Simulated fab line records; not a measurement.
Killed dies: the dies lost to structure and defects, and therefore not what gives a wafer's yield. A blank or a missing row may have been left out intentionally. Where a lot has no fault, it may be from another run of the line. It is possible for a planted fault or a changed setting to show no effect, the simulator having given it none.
The tool behind it: which one?	flow berkeley-cmos170	15 lots with 45 wafers sampled at 2 steps, on a route of 331 steps

== WHAT THE GAUGES READ, wafer by wafer ==
UCB170_CONTACT_CD_MEAS_90: the cd target is 700 nm.
lot	measured	on	cd-nm (nm)
L961	day 7 19:55	cd-sem-02	701.5 701.6 701.8
L963	day 8 08:59	cd-sem-01	700.5 699.9 696.9
L962	day 8 09:07	cd-sem-02	698.8 699.2 698.0
L965	day 9 01:52	cd-sem-01	701.4 702.6 700.2
L964	day 9 02:10	cd-sem-02	698.8 698.1 700.2
L969	day 10 01:24	cd-sem-02	702.1 700.5 700.5
L970	day 10 03:29	cd-sem-02	702.1 700.5 703.5
L972	day 10 04:04	cd-sem-02	705.1 703.9 704.6
L975	day 11 07:25	cd-sem-01	706.5 705.0 704.1
L978	day 11 18:32	cd-sem-01	698.4 700.9 699.5
L977	day 11 19:53	cd-sem-02	706.1 708.9 708.1
L980	day 12 04:04	cd-sem-01	701.4 700.6 702.8
L984	day 12 18:50	cd-sem-01	700.2 701.3 701.0
L982	day 12 20:35	cd-sem-01	699.8 698.3 699.6
L981	day 12 20:37	cd-sem-02	701.4 702.4 699.1

== WHAT TOOL EACH LOT RAN ON (gives the tool, then ch and the chambers of the sampled wafers, and finally the start) ==
lot	UCB170_CONTACT_ETCH_17
L961	rie-diel-03 ch 0,1,2, day 7 19:37
L963	rie-diel-04 ch 0,2,3, day 8 08:43
L962	rie-diel-03 ch 0,2, day 8 08:50
L965	rie-diel-04 ch 0,1,3, day 9 01:35
L964	rie-diel-01 ch 1,2,3, day 9 01:52
L969	rie-diel-04 ch 1,3, day 10 01:08
L970	rie-diel-01 ch 0,3, day 10 03:13
L972	rie-diel-04 ch 0,1, day 10 03:46
L975	rie-diel-04 ch 1,2, day 11 07:07
L978	rie-diel-01 ch 1,2, day 11 18:16
L977	rie-diel-04 ch 0,1,2, day 11 19:38
L980	rie-diel-03 ch 0,2,3, day 12 03:48
L984	rie-diel-03 ch 0,2,3, day 12 18:35
L982	rie-diel-03 ch 0,3, day 12 20:20
L981	rie-diel-01 ch 1,2, day 12 20:20
- UCB170_CONTACT_ETCH_17: etches BARC in N2/H2.

== WHAT THE TOOLS THEMSELVES READ (means of the sampled wafers that have a number; where no wafer has one, the mark that the record gives instead) ==
UCB170_CONTACT_ETCH_17.
lot	tool	drypump-motor-current-A (A)	oes-product-au (a.u.)	throttle-valve-pct (%)
L961	rie-diel-03	5.7	0.983	13.38
L963	rie-diel-04	5.8	1.017	13.56
L962	rie-diel-03	5.7	0.982	13.48
L965	rie-diel-04	6.0	1.010	13.45
L964	rie-diel-01	5.7	1.009	13.13
L969	rie-diel-04	6.0	1.024	13.23
L970	rie-diel-01	6.2	1.030	13.56
L972	rie-diel-04	5.9	1.372	13.54
L975	rie-diel-04	5.8	1.388	13.30
L978	rie-diel-01	5.3	1.028	13.01
L977	rie-diel-04	5.8	1.372	13.42
L980	rie-diel-03	5.9	0.993	13.40
L984	rie-diel-03	5.9	0.987	13.40
L982	rie-diel-03	5.8	0.964	13.28
L981	rie-diel-01	5.3	1.021	13.01

== THE ANSWER, worked out from the rows above alone ==
Rule: the lots themselves supply what counts as usual. Put in order of their means at a reading, lots are off if they are a third of the lots or fewer, leave a main group of 4 or more, and stand apart from it by a gap of 3 or more times the standard deviation of the main group's means; of several such gaps the widest counts. A main group whose means are all the same, to the digits that the tables above print for the reading, isn't used. A lot without any number at a reading at which 4 lots or more have one is off too. Where the step has rows for the other lots, those lots are counted as sound. The gauges are gone through in route order, then the tools' own readings, and for those a lot's mean is taken as printed above. At the first step where some lot is off, the reading lying furthest off is the one used; lots without a number count as furthest.
Off: L972, L975, L977 (UCB170_CONTACT_ETCH_17, oes-product-au). For the main group the mean is 1.004 a.u. and the standard deviation 0.021.
A tool fits if, at that step or a process step before it, it ran every lot that is off, and no sound lot after the first of them. One candidate fits, namely rie-diel-04 at UCB170_CONTACT_ETCH_17. A fault onset in the window from L969 (day 10 01:08, its last sound lot) to L972 (day 10 03:46, its first lot off) fits.
The tool's own readings at UCB170_CONTACT_ETCH_17 bear it out: on the lots that are off they differ by more than 5 times the standard deviation of the sound lots' means. oes-product-au reads 1.377 a.u. there against 1.004 a.u. on the sound lots.

== WHAT THE SIMULATOR HAD PUT IN ==
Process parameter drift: rie-diel-04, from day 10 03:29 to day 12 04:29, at UCB170_CONTACT_ETCH_17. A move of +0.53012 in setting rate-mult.
Shown lots that were struck: L972, L975, L977. The same result came from the rule above.
